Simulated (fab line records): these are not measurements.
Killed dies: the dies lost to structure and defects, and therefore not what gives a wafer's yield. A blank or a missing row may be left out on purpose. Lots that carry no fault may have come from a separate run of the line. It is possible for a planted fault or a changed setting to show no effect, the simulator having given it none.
fab line records || flow berkeley-cmos170
record: {"lots": 15, "wafers": 45, "last-day": 12}
route steps=331 shown START@4 NWELL@30 PWELL@51 ACTIVE@72
lots that met no fault: from a run of the same line without faults
start-h: the number of hours between the record's first day and the start of the first shown wafer of the lot || wait-h: time in hours since the lot's previous step || " as in the row above || L1.1+2: one row covering several wafers at once || - no value, or no start was given || * or withheld: withheld || < > ~ a bound
route shown NAME@n: NAME is a module with steps in the file, n the number in the route of the first one || usual: mean/standard deviation taken from wafers without a fault || same: alike in all rows || chamber/n: place in a boat || sites: per-site readings || _std_site: their standard deviation || _edge_site: the outer-site mean with the inner-site mean subtracted || radius-mm: how far each site lies from the wafer's centre || mask NAME#n: copy n || behind: tool/chamber where the wafer was last shaped || hold: reason for holding the lot/hours on hold/outcome of the hold || device: names the non-switching transistor (n, p or np) || end of line: the route-end tests of the same wafers || for a step that has no rows: nothing shown but its recipe || killed: count of dies lost to structure and defects at first sort (not the wafer's yield) || map: dies across one wafer; x = killed, . = not, _ = none there
set.NAME: the setting that was run; set.NAME@STEP: the one run at that earlier step || model.NAME: the simulator's own value behind a step, which no gauge read
the route's steps for a sample of lots (tables are steps, rows are wafers)
== steps ==
step: UCB170_START_THK_MEAS_03
recipe: {"reads": "SiO2_of_START_OXIDATION_02"}
usual: {"START_OXIDE_THK": "20.2/0.36"}
{"lot.wafer": "L784.1", "tool": "film-metro-03", "chamber": "-", "start-h": 21.27, "wait-h": 0.0, "START_OXIDE_THK[nm]": 19.6}
{"lot.wafer": "L784.4", "tool": "film-metro-03", "chamber": "-", "start-h": 21.27, "wait-h": 0.0, "START_OXIDE_THK[nm]": 20.1}
{"lot.wafer": "L784.5", "tool": "film-metro-03", "chamber": "-", "start-h": 21.27, "wait-h": 0.0, "START_OXIDE_THK[nm]": 20.1}
{"lot.wafer": "L785.2", "tool": "film-metro-02", "chamber": "-", "start-h": 24.64, "wait-h": 0.1, "START_OXIDE_THK[nm]": 20.6}
{"lot.wafer": "L785.4", "tool": "film-metro-02", "chamber": "-", "start-h": 24.64, "wait-h": 0.1, "START_OXIDE_THK[nm]": 20.3}
{"lot.wafer": "L785.5", "tool": "film-metro-02", "chamber": "-", "start-h": 24.64, "wait-h": 0.1, "START_OXIDE_THK[nm]": 20.4}
{"lot.wafer": "L786.1", "tool": "film-metro-03", "chamber": "-", "start-h": 30.06, "wait-h": 0.0, "START_OXIDE_THK[nm]": 19.7}
{"lot.wafer": "L786.2", "tool": "film-metro-03", "chamber": "-", "start-h": 30.06, "wait-h": 0.0, "START_OXIDE_THK[nm]": 19.9}
{"lot.wafer": "L786.5", "tool": "film-metro-03", "chamber": "-", "start-h": 30.06, "wait-h": 0.0, "START_OXIDE_THK[nm]": 19.8}
{"lot.wafer": "L787.3", "tool": "film-metro-01", "chamber": "-", "start-h": 35.77, "wait-h": 0.0, "START_OXIDE_THK[nm]": 20.1}
{"lot.wafer": "L787.4", "tool": "film-metro-01", "chamber": "-", "start-h": 35.77, "wait-h": 0.0, "START_OXIDE_THK[nm]": 20.1}
{"lot.wafer": "L787.5", "tool": "film-metro-01", "chamber": "-", "start-h": 35.77, "wait-h": 0.0, "START_OXIDE_THK[nm]": 20.1}
{"lot.wafer": "L788.2", "tool": "film-metro-01", "chamber": "-", "start-h": 39.69, "wait-h": 0.0, "START_OXIDE_THK[nm]": 20.2}
{"lot.wafer": "L788.3", "tool": "film-metro-01", "chamber": "-", "start-h": 39.69, "wait-h": 0.0, "START_OXIDE_THK[nm]": 19.8}
{"lot.wafer": "L788.5", "tool": "film-metro-01", "chamber": "-", "start-h": 39.69, "wait-h": 0.0, "START_OXIDE_THK[nm]": 20.2}
{"lot.wafer": "L790.3", "tool": "film-metro-03", "chamber": "-", "start-h": 49.31, "wait-h": 0.0, "START_OXIDE_THK[nm]": 20.3}
{"lot.wafer": "L790.4", "tool": "film-metro-03", "chamber": "-", "start-h": 49.31, "wait-h": 0.0, "START_OXIDE_THK[nm]": 20.1}
{"lot.wafer": "L790.6", "tool": "film-metro-03", "chamber": "-", "start-h": 49.31, "wait-h": 0.0, "START_OXIDE_THK[nm]": 20.3}
{"lot.wafer": "L792.3", "tool": "film-metro-02", "chamber": "-", "start-h": 62.46, "wait-h": 0.0, "START_OXIDE_THK[nm]": 19.8}
{"lot.wafer": "L792.4", "tool": "film-metro-02", "chamber": "-", "start-h": 62.46, "wait-h": 0.0, "START_OXIDE_THK[nm]": 20.1}
{"lot.wafer": "L792.5", "tool": "film-metro-02", "chamber": "-", "start-h": 62.46, "wait-h": 0.0, "START_OXIDE_THK[nm]": 19.8}
{"lot.wafer": "L794.2", "tool": "film-metro-01", "chamber": "-", "start-h": 71.85, "wait-h": 0.0, "START_OXIDE_THK[nm]": 20.8}
{"lot.wafer": "L794.3", "tool": "film-metro-01", "chamber": "-", "start-h": 71.85, "wait-h": 0.0, "START_OXIDE_THK[nm]": 20.6}
{"lot.wafer": "L794.5", "tool": "film-metro-01", "chamber": "-", "start-h": 71.85, "wait-h": 0.0, "START_OXIDE_THK[nm]": 20.7}
{"lot.wafer": "L795.3", "tool": "film-metro-01", "chamber": "-", "start-h": 75.14, "wait-h": 0.1, "START_OXIDE_THK[nm]": 19.8}
{"lot.wafer": "L795.4", "tool": "film-metro-01", "chamber": "-", "start-h": 75.14, "wait-h": 0.1, "START_OXIDE_THK[nm]": 20.0}
{"lot.wafer": "L795.5", "tool": "film-metro-01", "chamber": "-", "start-h": 75.14, "wait-h": 0.1, "START_OXIDE_THK[nm]": 20.0}
{"lot.wafer": "L796.1", "tool": "film-metro-02", "chamber": "-", "start-h": 80.34, "wait-h": 0.0, "START_OXIDE_THK[nm]": 20.8}
{"lot.wafer": "L796.2", "tool": "film-metro-02", "chamber": "-", "start-h": 80.34, "wait-h": 0.0, "START_OXIDE_THK[nm]": 20.9}
{"lot.wafer": "L796.3", "tool": "film-metro-02", "chamber": "-", "start-h": 80.34, "wait-h": 0.0, "START_OXIDE_THK[nm]": 20.8}
{"lot.wafer": "L798.1", "tool": "film-metro-03", "chamber": "-", "start-h": 90.09, "wait-h": 0.0, "START_OXIDE_THK[nm]": 20.7}
{"lot.wafer": "L798.2", "tool": "film-metro-03", "chamber": "-", "start-h": 90.09, "wait-h": 0.0, "START_OXIDE_THK[nm]": 20.7}
{"lot.wafer": "L798.3", "tool": "film-metro-03", "chamber": "-", "start-h": 90.09, "wait-h": 0.0, "START_OXIDE_THK[nm]": 20.5}
{"lot.wafer": "L799.1", "tool": "film-metro-03", "chamber": "-", "start-h": 93.52, "wait-h": 0.0, "START_OXIDE_THK[nm]": 19.6}
{"lot.wafer": "L799.2", "tool": "film-metro-03", "chamber": "-", "start-h": 93.52, "wait-h": 0.0, "START_OXIDE_THK[nm]": 19.9}
{"lot.wafer": "L799.4", "tool": "film-metro-03", "chamber": "-", "start-h": 93.52, "wait-h": 0.0, "START_OXIDE_THK[nm]": 19.6}
{"lot.wafer": "L800.1", "tool": "film-metro-01", "chamber": "-", "start-h": 102.96, "wait-h": 0.0, "START_OXIDE_THK[nm]": 19.9}
{"lot.wafer": "L800.4", "tool": "film-metro-01", "chamber": "-", "start-h": 102.96, "wait-h": 0.0, "START_OXIDE_THK[nm]": 20.3}
{"lot.wafer": "L800.5", "tool": "film-metro-01", "chamber": "-", "start-h": 102.96, "wait-h": 0.0, "START_OXIDE_THK[nm]": 20.0}
{"lot.wafer": "L805.2", "tool": "film-metro-03", "chamber": "-", "start-h": 123.88, "wait-h": 0.0, "START_OXIDE_THK[nm]": 20.6}
{"lot.wafer": "L805.3", "tool": "film-metro-03", "chamber": "-", "start-h": 123.88, "wait-h": 0.0, "START_OXIDE_THK[nm]": 20.4}
{"lot.wafer": "L805.4", "tool": "film-metro-03", "chamber": "-", "start-h": 123.88, "wait-h": 0.0, "START_OXIDE_THK[nm]": 19.8}
{"lot.wafer": "L806.2", "tool": "film-metro-03", "chamber": "-", "start-h": 128.63, "wait-h": 0.0, "START_OXIDE_THK[nm]": 20.2}
{"lot.wafer": "L806.3", "tool": "film-metro-03", "chamber": "-", "start-h": 128.63, "wait-h": 0.0, "START_OXIDE_THK[nm]": 20.0}
{"lot.wafer": "L806.6", "tool": "film-metro-03", "chamber": "-", "start-h": 128.63, "wait-h": 0.0, "START_OXIDE_THK[nm]": 20.0}
step: UCB170_NWELL_TW_MEAS_16
usual: {"NWELL_TW": "1245/8.8"}
{"lot.wafer": "L784.1", "tool": "film-metro-02", "chamber": "-", "start-h": 40.28, "wait-h": 0.1, "NWELL_TW": 1243}
{"lot.wafer": "L784.4", "tool": "film-metro-02", "chamber": "-", "start-h": 40.28, "wait-h": 0.1, "NWELL_TW": 1250}
{"lot.wafer": "L784.5", "tool": "film-metro-02", "chamber": "-", "start-h": 40.28, "wait-h": 0.1, "NWELL_TW": 1241}
{"lot.wafer": "L785.2", "tool": "film-metro-01", "chamber": "-", "start-h": 47.67, "wait-h": 0.1, "NWELL_TW": 1255}
{"lot.wafer": "L785.4", "tool": "film-metro-01", "chamber": "-", "start-h": 47.67, "wait-h": 0.1, "NWELL_TW": 1253}
{"lot.wafer": "L785.5", "tool": "film-metro-01", "chamber": "-", "start-h": 47.67, "wait-h": 0.1, "NWELL_TW": 1251}
{"lot.wafer": "L786.1", "tool": "film-metro-02", "chamber": "-", "start-h": 47.79, "wait-h": 0.1, "NWELL_TW": 1242}
{"lot.wafer": "L786.2", "tool": "film-metro-02", "chamber": "-", "start-h": 47.79, "wait-h": 0.1, "NWELL_TW": 1246}
{"lot.wafer": "L786.5", "tool": "film-metro-02", "chamber": "-", "start-h": 47.79, "wait-h": 0.1, "NWELL_TW": 1241}
{"lot.wafer": "L787.3", "tool": "film-metro-02", "chamber": "-", "start-h": 56.67, "wait-h": 0.1, "NWELL_TW": 1240}
{"lot.wafer": "L787.4", "tool": "film-metro-02", "chamber": "-", "start-h": 56.67, "wait-h": 0.1, "NWELL_TW": 1237}
{"lot.wafer": "L787.5", "tool": "film-metro-02", "chamber": "-", "start-h": 56.67, "wait-h": 0.1, "NWELL_TW": 1241}
{"lot.wafer": "L788.2", "tool": "film-metro-02", "chamber": "-", "start-h": 56.93, "wait-h": 0.1, "NWELL_TW": 1241}
{"lot.wafer": "L788.3", "tool": "film-metro-02", "chamber": "-", "start-h": 56.93, "wait-h": 0.1, "NWELL_TW": 1239}
{"lot.wafer": "L788.5", "tool": "film-metro-02", "chamber": "-", "start-h": 56.93, "wait-h": 0.1, "NWELL_TW": 1242}
{"lot.wafer": "L790.3", "tool": "film-metro-01", "chamber": "-", "start-h": 66.43, "wait-h": 0.1, "NWELL_TW": 1248}
{"lot.wafer": "L790.4", "tool": "film-metro-01", "chamber": "-", "start-h": 66.43, "wait-h": 0.1, "NWELL_TW": 1254}
{"lot.wafer": "L790.6", "tool": "film-metro-01", "chamber": "-", "start-h": 66.43, "wait-h": 0.1, "NWELL_TW": 1249}
{"lot.wafer": "L792.3", "tool": "film-metro-02", "chamber": "-", "start-h": 84.71, "wait-h": 0.1, "NWELL_TW": 1239}
{"lot.wafer": "L792.4", "tool": "film-metro-02", "chamber": "-", "start-h": 84.71, "wait-h": 0.1, "NWELL_TW": 1231}
{"lot.wafer": "L792.5", "tool": "film-metro-02", "chamber": "-", "start-h": 84.71, "wait-h": 0.1, "NWELL_TW": 1236}
{"lot.wafer": "L794.2", "tool": "film-metro-01", "chamber": "-", "start-h": 93.44, "wait-h": 0.1, "NWELL_TW": 1256}
{"lot.wafer": "L794.3", "tool": "film-metro-01", "chamber": "-", "start-h": 93.44, "wait-h": 0.1, "NWELL_TW": 1251}
{"lot.wafer": "L794.5", "tool": "film-metro-01", "chamber": "-", "start-h": 93.44, "wait-h": 0.1, "NWELL_TW": 1255}
{"lot.wafer": "L795.3", "tool": "film-metro-01", "chamber": "-", "start-h": 93.65, "wait-h": 0.1, "NWELL_TW": 1250}
{"lot.wafer": "L795.4", "tool": "film-metro-01", "chamber": "-", "start-h": 93.65, "wait-h": 0.1, "NWELL_TW": 1252}
{"lot.wafer": "L795.5", "tool": "film-metro-01", "chamber": "-", "start-h": 93.65, "wait-h": 0.1, "NWELL_TW": 1255}
{"lot.wafer": "L796.1", "tool": "film-metro-01", "chamber": "-", "start-h": 102.71, "wait-h": 0.1, "NWELL_TW": 1256}
{"lot.wafer": "L796.2", "tool": "film-metro-01", "chamber": "-", "start-h": 102.71, "wait-h": 0.1, "NWELL_TW": 1259}
{"lot.wafer": "L796.3", "tool": "film-metro-01", "chamber": "-", "start-h": 102.71, "wait-h": 0.1, "NWELL_TW": 1260}
{"lot.wafer": "L798.1", "tool": "film-metro-02", "chamber": "-", "start-h": 106.84, "wait-h": 0.1, "NWELL_TW": 1243}
{"lot.wafer": "L798.2", "tool": "film-metro-02", "chamber": "-", "start-h": 106.84, "wait-h": 0.1, "NWELL_TW": 1239}
{"lot.wafer": "L798.3", "tool": "film-metro-02", "chamber": "-", "start-h": 106.84, "wait-h": 0.1, "NWELL_TW": 1245}
{"lot.wafer": "L799.1", "tool": "film-metro-02", "chamber": "-", "start-h": 112.76, "wait-h": 0.1, "NWELL_TW": 1242}
{"lot.wafer": "L799.2", "tool": "film-metro-02", "chamber": "-", "start-h": 112.76, "wait-h": 0.1, "NWELL_TW": 1240}
{"lot.wafer": "L799.4", "tool": "film-metro-02", "chamber": "-", "start-h": 112.76, "wait-h": 0.1, "NWELL_TW": 1238}
{"lot.wafer": "L800.1", "tool": "film-metro-04", "chamber": "-", "start-h": 121.86, "wait-h": 0.1, "NWELL_TW": 1236}
{"lot.wafer": "L800.4", "tool": "film-metro-04", "chamber": "-", "start-h": 121.86, "wait-h": 0.1, "NWELL_TW": 1246}
{"lot.wafer": "L800.5", "tool": "film-metro-04", "chamber": "-", "start-h": 121.86, "wait-h": 0.1, "NWELL_TW": 1235}
{"lot.wafer": "L805.2", "tool": "film-metro-02", "chamber": "-", "start-h": 139.82, "wait-h": 0.1, "NWELL_TW": 1236}
{"lot.wafer": "L805.3", "tool": "film-metro-02", "chamber": "-", "start-h": 139.82, "wait-h": 0.1, "NWELL_TW": 1235}
{"lot.wafer": "L805.4", "tool": "film-metro-02", "chamber": "-", "start-h": 139.82, "wait-h": 0.1, "NWELL_TW": 1235}
{"lot.wafer": "L806.2", "tool": "film-metro-01", "chamber": "-", "start-h": 150.46, "wait-h": 0.1, "NWELL_TW": 1255}
{"lot.wafer": "L806.3", "tool": "film-metro-01", "chamber": "-", "start-h": 150.46, "wait-h": 0.1, "NWELL_TW": 1250}
{"lot.wafer": "L806.6", "tool": "film-metro-01", "chamber": "-", "start-h": 150.46, "wait-h": 0.1, "NWELL_TW": 1255}
step: UCB170_PWELL_TW_MEAS_17
usual: {"PWELL_TW": "376.1/2"}
{"lot.wafer": "L784.1", "tool": "film-metro-02", "chamber": "-", "start-h": 57.50, "wait-h": 0.1, "PWELL_TW": 375.4}
{"lot.wafer": "L784.4", "tool": "film-metro-02", "chamber": "-", "start-h": 57.50, "wait-h": 0.1, "PWELL_TW": 376.5}
{"lot.wafer": "L784.5", "tool": "film-metro-02", "chamber": "-", "start-h": 57.50, "wait-h": 0.1, "PWELL_TW": 376.4}
{"lot.wafer": "L786.1", "tool": "film-metro-02", "chamber": "-", "start-h": 66.69, "wait-h": 0.1, "PWELL_TW": 378.3}
{"lot.wafer": "L786.2", "tool": "film-metro-02", "chamber": "-", "start-h": 66.69, "wait-h": 0.1, "PWELL_TW": 377.9}
{"lot.wafer": "L786.5", "tool": "film-metro-02", "chamber": "-", "start-h": 66.69, "wait-h": 0.1, "PWELL_TW": 375.8}
{"lot.wafer": "L785.2", "tool": "film-metro-02", "chamber": "-", "start-h": 66.85, "wait-h": 0.1, "PWELL_TW": 374.0}
{"lot.wafer": "L785.4", "tool": "film-metro-02", "chamber": "-", "start-h": 66.85, "wait-h": 0.1, "PWELL_TW": 372.8}
{"lot.wafer": "L785.5", "tool": "film-metro-02", "chamber": "-", "start-h": 66.85, "wait-h": 0.1, "PWELL_TW": 374.6}
{"lot.wafer": "L788.2", "tool": "film-metro-03", "chamber": "-", "start-h": 76.31, "wait-h": 0.1, "PWELL_TW": 377.5}
{"lot.wafer": "L788.3", "tool": "film-metro-03", "chamber": "-", "start-h": 76.31, "wait-h": 0.1, "PWELL_TW": 375.6}
{"lot.wafer": "L788.5", "tool": "film-metro-03", "chamber": "-", "start-h": 76.31, "wait-h": 0.1, "PWELL_TW": 377.2}
{"lot.wafer": "L787.3", "tool": "film-metro-02", "chamber": "-", "start-h": 76.95, "wait-h": 0.1, "PWELL_TW": 378.8}
{"lot.wafer": "L787.4", "tool": "film-metro-02", "chamber": "-", "start-h": 76.95, "wait-h": 0.1, "PWELL_TW": 375.2}
{"lot.wafer": "L787.5", "tool": "film-metro-02", "chamber": "-", "start-h": 76.95, "wait-h": 0.1, "PWELL_TW": 376.3}
{"lot.wafer": "L790.3", "tool": "film-metro-03", "chamber": "-", "start-h": 87.39, "wait-h": 0.1, "PWELL_TW": 374.7}
{"lot.wafer": "L790.4", "tool": "film-metro-03", "chamber": "-", "start-h": 87.39, "wait-h": 0.1, "PWELL_TW": 375.4}
{"lot.wafer": "L790.6", "tool": "film-metro-03", "chamber": "-", "start-h": 87.39, "wait-h": 0.1, "PWELL_TW": 377.0}
{"lot.wafer": "L792.3", "tool": "film-metro-03", "chamber": "-", "start-h": 102.49, "wait-h": 0.1, "PWELL_TW": 377.1}
{"lot.wafer": "L792.4", "tool": "film-metro-03", "chamber": "-", "start-h": 102.49, "wait-h": 0.1, "PWELL_TW": 376.7}
{"lot.wafer": "L792.5", "tool": "film-metro-03", "chamber": "-", "start-h": 102.49, "wait-h": 0.1, "PWELL_TW": 378.1}
{"lot.wafer": "L795.3", "tool": "film-metro-02", "chamber": "-", "start-h": 111.80, "wait-h": 0.1, "PWELL_TW": 375.8}
{"lot.wafer": "L795.4", "tool": "film-metro-02", "chamber": "-", "start-h": 111.80, "wait-h": 0.1, "PWELL_TW": 379.1}
{"lot.wafer": "L795.5", "tool": "film-metro-02", "chamber": "-", "start-h": 111.80, "wait-h": 0.1, "PWELL_TW": 376.6}
{"lot.wafer": "L794.2", "tool": "film-metro-02", "chamber": "-", "start-h": 113.34, "wait-h": 0.1, "PWELL_TW": 374.8}
{"lot.wafer": "L794.3", "tool": "film-metro-02", "chamber": "-", "start-h": 113.34, "wait-h": 0.1, "PWELL_TW": 378.5}
{"lot.wafer": "L794.5", "tool": "film-metro-02", "chamber": "-", "start-h": 113.34, "wait-h": 0.1, "PWELL_TW": 376.9}
{"lot.wafer": "L796.1", "tool": "film-metro-04", "chamber": "-", "start-h": 119.32, "wait-h": 0.1, "PWELL_TW": 372.0}
{"lot.wafer": "L796.2", "tool": "film-metro-04", "chamber": "-", "start-h": 119.32, "wait-h": 0.1, "PWELL_TW": 372.9}
{"lot.wafer": "L796.3", "tool": "film-metro-04", "chamber": "-", "start-h": 119.32, "wait-h": 0.1, "PWELL_TW": 370.1}
{"lot.wafer": "L798.1", "tool": "film-metro-02", "chamber": "-", "start-h": 127.05, "wait-h": 0.1, "PWELL_TW": 374.5}
{"lot.wafer": "L798.2", "tool": "film-metro-02", "chamber": "-", "start-h": 127.05, "wait-h": 0.1, "PWELL_TW": 374.0}
{"lot.wafer": "L798.3", "tool": "film-metro-02", "chamber": "-", "start-h": 127.05, "wait-h": 0.1, "PWELL_TW": 374.1}
{"lot.wafer": "L799.1", "tool": "film-metro-02", "chamber": "-", "start-h": 130.50, "wait-h": 0.1, "PWELL_TW": 374.9}
{"lot.wafer": "L799.2", "tool": "film-metro-02", "chamber": "-", "start-h": 130.50, "wait-h": 0.1, "PWELL_TW": 373.9}
{"lot.wafer": "L799.4", "tool": "film-metro-02", "chamber": "-", "start-h": 130.50, "wait-h": 0.1, "PWELL_TW": 374.5}
{"lot.wafer": "L800.1", "tool": "film-metro-03", "chamber": "-", "start-h": 140.02, "wait-h": 0.1, "PWELL_TW": 379.2}
{"lot.wafer": "L800.4", "tool": "film-metro-03", "chamber": "-", "start-h": 140.02, "wait-h": 0.1, "PWELL_TW": 378.2}
{"lot.wafer": "L800.5", "tool": "film-metro-03", "chamber": "-", "start-h": 140.02, "wait-h": 0.1, "PWELL_TW": 377.2}
{"lot.wafer": "L805.2", "tool": "film-metro-03", "chamber": "-", "start-h": 161.88, "wait-h": 0.1, "PWELL_TW": 377.7}
{"lot.wafer": "L805.3", "tool": "film-metro-03", "chamber": "-", "start-h": 161.88, "wait-h": 0.1, "PWELL_TW": 378.8}
{"lot.wafer": "L805.4", "tool": "film-metro-03", "chamber": "-", "start-h": 161.88, "wait-h": 0.1, "PWELL_TW": 379.6}
{"lot.wafer": "L806.2", "tool": "film-metro-04", "chamber": "-", "start-h": 167.71, "wait-h": 0.1, "PWELL_TW": 372.5}
{"lot.wafer": "L806.3", "tool": "film-metro-04", "chamber": "-", "start-h": 167.71, "wait-h": 0.1, "PWELL_TW": 372.1}
{"lot.wafer": "L806.6", "tool": "film-metro-04", "chamber": "-", "start-h": 167.71, "wait-h": 0.1, "PWELL_TW": 374.1}
step: UCB170_ACTIVE_DEVELOP_12
recipe: {"developer": "TMAH", "develop-time-s": 45, "resist": "KrF", "dev-temp-c": 21}
usual: {"chill-plate-temp-C": "23.00/0.1", "develop-time-s": "45/0"}
{"lot.wafer": "L784.1", "tool": "litho-track-01", "chamber": 0, "start-h": 85, "wait-h": "-", "chill-plate-temp-C": 23.10, "develop-time-s": 45}
{"lot.wafer": "L784.4", "tool": "litho-track-01", "chamber": 0, "start-h": 85, "wait-h": "-", "chill-plate-temp-C": 22.93, "develop-time-s": 45}
{"lot.wafer": "L784.5", "tool": "litho-track-01", "chamber": 0, "start-h": 85, "wait-h": "-", "chill-plate-temp-C": 22.95, "develop-time-s": 45}
{"lot.wafer": "L786.1", "tool": "litho-track-04", "chamber": 0, "start-h": 94, "wait-h": "-", "chill-plate-temp-C": 23.18, "develop-time-s": 45}
{"lot.wafer": "L786.2", "tool": "litho-track-04", "chamber": 0, "start-h": 94, "wait-h": "-", "chill-plate-temp-C": 22.93, "develop-time-s": 45}
{"lot.wafer": "L786.5", "tool": "litho-track-04", "chamber": 0, "start-h": 94, "wait-h": "-", "chill-plate-temp-C": 23.05, "develop-time-s": 45}
{"lot.wafer": "L785.2", "tool": "litho-track-01", "chamber": 0, "start-h": 94, "wait-h": "-", "chill-plate-temp-C": 22.99, "develop-time-s": 45}
{"lot.wafer": "L785.4", "tool": "litho-track-01", "chamber": 0, "start-h": 94, "wait-h": "-", "chill-plate-temp-C": 23.03, "develop-time-s": 45}
{"lot.wafer": "L785.5", "tool": "litho-track-01", "chamber": 0, "start-h": 94, "wait-h": "-", "chill-plate-temp-C": 23.01, "develop-time-s": 45}
{"lot.wafer": "L788.2", "tool": "litho-track-02", "chamber": 0, "start-h": 104, "wait-h": "-", "chill-plate-temp-C": 22.86, "develop-time-s": 45}
{"lot.wafer": "L788.3", "tool": "litho-track-02", "chamber": 0, "start-h": 104, "wait-h": "-", "chill-plate-temp-C": 22.96, "develop-time-s": 45}
{"lot.wafer": "L788.5", "tool": "litho-track-02", "chamber": 0, "start-h": 104, "wait-h": "-", "chill-plate-temp-C": 22.87, "develop-time-s": 45}
{"lot.wafer": "L787.3", "tool": "litho-track-01", "chamber": 0, "start-h": 104, "wait-h": "-", "chill-plate-temp-C": 23.04, "develop-time-s": 45}
{"lot.wafer": "L787.4", "tool": "litho-track-01", "chamber": 0, "start-h": 104, "wait-h": "-", "chill-plate-temp-C": 23.15, "develop-time-s": 45}
{"lot.wafer": "L787.5", "tool": "litho-track-01", "chamber": 0, "start-h": 104, "wait-h": "-", "chill-plate-temp-C": 23.19, "develop-time-s": 45}
{"lot.wafer": "L790.3", "tool": "litho-track-02", "chamber": 0, "start-h": 117, "wait-h": "-", "chill-plate-temp-C": 22.97, "develop-time-s": 45}
{"lot.wafer": "L790.4", "tool": "litho-track-02", "chamber": 0, "start-h": 117, "wait-h": "-", "chill-plate-temp-C": 22.93, "develop-time-s": 45}
{"lot.wafer": "L790.6", "tool": "litho-track-02", "chamber": 0, "start-h": 117, "wait-h": "-", "chill-plate-temp-C": 23.08, "develop-time-s": 45}
{"lot.wafer": "L792.3", "tool": "litho-track-01", "chamber": 0, "start-h": 130, "wait-h": "-", "chill-plate-temp-C": 22.98, "develop-time-s": 45}
{"lot.wafer": "L792.4", "tool": "litho-track-01", "chamber": 0, "start-h": 130, "wait-h": "-", "chill-plate-temp-C": 22.94, "develop-time-s": 45}
{"lot.wafer": "L792.5", "tool": "litho-track-01", "chamber": 0, "start-h": 130, "wait-h": "-", "chill-plate-temp-C": 23.04, "develop-time-s": 45}
{"lot.wafer": "L795.3", "tool": "litho-track-01", "chamber": 0, "start-h": 141, "wait-h": "-", "chill-plate-temp-C": 22.95, "develop-time-s": 45}
{"lot.wafer": "L795.4", "tool": "litho-track-01", "chamber": 0, "start-h": 141, "wait-h": "-", "chill-plate-temp-C": 23.09, "develop-time-s": 45}
{"lot.wafer": "L795.5", "tool": "litho-track-01", "chamber": 0, "start-h": 141, "wait-h": "-", "chill-plate-temp-C": 23.11, "develop-time-s": 45}
{"lot.wafer": "L794.2", "tool": "litho-track-04", "chamber": "-", "start-h": 141, "wait-h": "-", "chill-plate-temp-C": "-", "develop-time-s": "-"}
{"lot.wafer": "L794.3", "tool": "litho-track-04", "chamber": "-", "start-h": 141, "wait-h": "-", "chill-plate-temp-C": "-", "develop-time-s": "-"}
{"lot.wafer": "L794.5", "tool": "litho-track-04", "chamber": "-", "start-h": 141, "wait-h": "-", "chill-plate-temp-C": "-", "develop-time-s": "-"}
{"lot.wafer": "L796.1", "tool": "litho-track-02", "chamber": "-", "start-h": 151, "wait-h": "-", "chill-plate-temp-C": "-", "develop-time-s": "-"}
{"lot.wafer": "L796.2", "tool": "litho-track-02", "chamber": "-", "start-h": 151, "wait-h": "-", "chill-plate-temp-C": "-", "develop-time-s": "-"}
{"lot.wafer": "L796.3", "tool": "litho-track-02", "chamber": "-", "start-h": 151, "wait-h": "-", "chill-plate-temp-C": "-", "develop-time-s": "-"}
{"lot.wafer": "L798.1", "tool": "litho-track-01", "chamber": "-", "start-h": 155, "wait-h": "-", "chill-plate-temp-C": "-", "develop-time-s": "-"}
{"lot.wafer": "L798.2", "tool": "litho-track-01", "chamber": "-", "start-h": 155, "wait-h": "-", "chill-plate-temp-C": "-", "develop-time-s": "-"}
{"lot.wafer": "L798.3", "tool": "litho-track-01", "chamber": "-", "start-h": 155, "wait-h": "-", "chill-plate-temp-C": "-", "develop-time-s": "-"}
{"lot.wafer": "L799.1", "tool": "litho-track-02", "chamber": 0, "start-h": 158, "wait-h": "-", "chill-plate-temp-C": 23.13, "develop-time-s": 45}
{"lot.wafer": "L799.2", "tool": "litho-track-02", "chamber": 0, "start-h": 158, "wait-h": "-", "chill-plate-temp-C": 22.98, "develop-time-s": 45}
{"lot.wafer": "L799.4", "tool": "litho-track-02", "chamber": 0, "start-h": 158, "wait-h": "-", "chill-plate-temp-C": 23.05, "develop-time-s": 45}
{"lot.wafer": "L800.1", "tool": "litho-track-01", "chamber": 0, "start-h": 176, "wait-h": "-", "chill-plate-temp-C": 23.17, "develop-time-s": 45}
{"lot.wafer": "L800.4", "tool": "litho-track-01", "chamber": 0, "start-h": 176, "wait-h": "-", "chill-plate-temp-C": 23.12, "develop-time-s": 45}
{"lot.wafer": "L800.5", "tool": "litho-track-01", "chamber": 0, "start-h": 176, "wait-h": "-", "chill-plate-temp-C": 23.08, "develop-time-s": 45}
{"lot.wafer": "L805.2", "tool": "litho-track-02", "chamber": 0, "start-h": 190, "wait-h": "-", "chill-plate-temp-C": 23.13, "develop-time-s": 45}
{"lot.wafer": "L805.3", "tool": "litho-track-02", "chamber": 0, "start-h": 190, "wait-h": "-", "chill-plate-temp-C": 22.99, "develop-time-s": 45}
{"lot.wafer": "L805.4", "tool": "litho-track-02", "chamber": 0, "start-h": 190, "wait-h": "-", "chill-plate-temp-C": 23.02, "develop-time-s": 45}
{"lot.wafer": "L806.2", "tool": "litho-track-02", "chamber": 0, "start-h": 197, "wait-h": "-", "chill-plate-temp-C": 22.82, "develop-time-s": 45}
{"lot.wafer": "L806.3", "tool": "litho-track-02", "chamber": 0, "start-h": 197, "wait-h": "-", "chill-plate-temp-C": 22.96, "develop-time-s": 45}
{"lot.wafer": "L806.6", "tool": "litho-track-02", "chamber": 0, "start-h": 197, "wait-h": "-", "chill-plate-temp-C": 22.92, "develop-time-s": 45}
== key ==
first-sign: {"step": "UCB170_ACTIVE_DEVELOP_12", "reading": "tool-record", "direction": "missing"}
effect none on later readings
met-at UCB170_ACTIVE_DEVELOP_12
struck-lots L794,L796,L798
later-rows-left-out L794.2,L794.3,L794.5,L796.1,L796.2,L796.3,L798.1,L798.2,L798.3
sort-left-out L794.2,L794.3,L794.5,L796.1,L796.2,L796.3,L798.1,L798.2,L798.3
tester-left-out L794,L796,L798
not-acting-at UCB170_START_THK_MEAS_03,UCB170_NWELL_TW_MEAS_16,UCB170_PWELL_TW_MEAS_17
fault: {"kind": "skipped-step-whole", "tool": "litho-track-01,litho-track-02,litho-track-04", "chamber": "-", "onset-h": 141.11, "steps": "UCB170_ACTIVE_DEVELOP_12", "scope": "struck-lots-only"}
tester-left-out: of these lots the tester's yield and bins aren't shown, on N5 and GAA mostly nor the transistor test; their killed dies are dies lost to structure and defects alone, not to doping, threshold or leakage, so they don't give the yield
sort-left-out: the simulated sort isn't trusted on such a fault, so these wafers' sort isn't shown, and their yield isn't known
later-rows-left-out: the simulator's readings of these wafers behind a module that went badly wrong aren't trusted and aren't shown, but for the sort
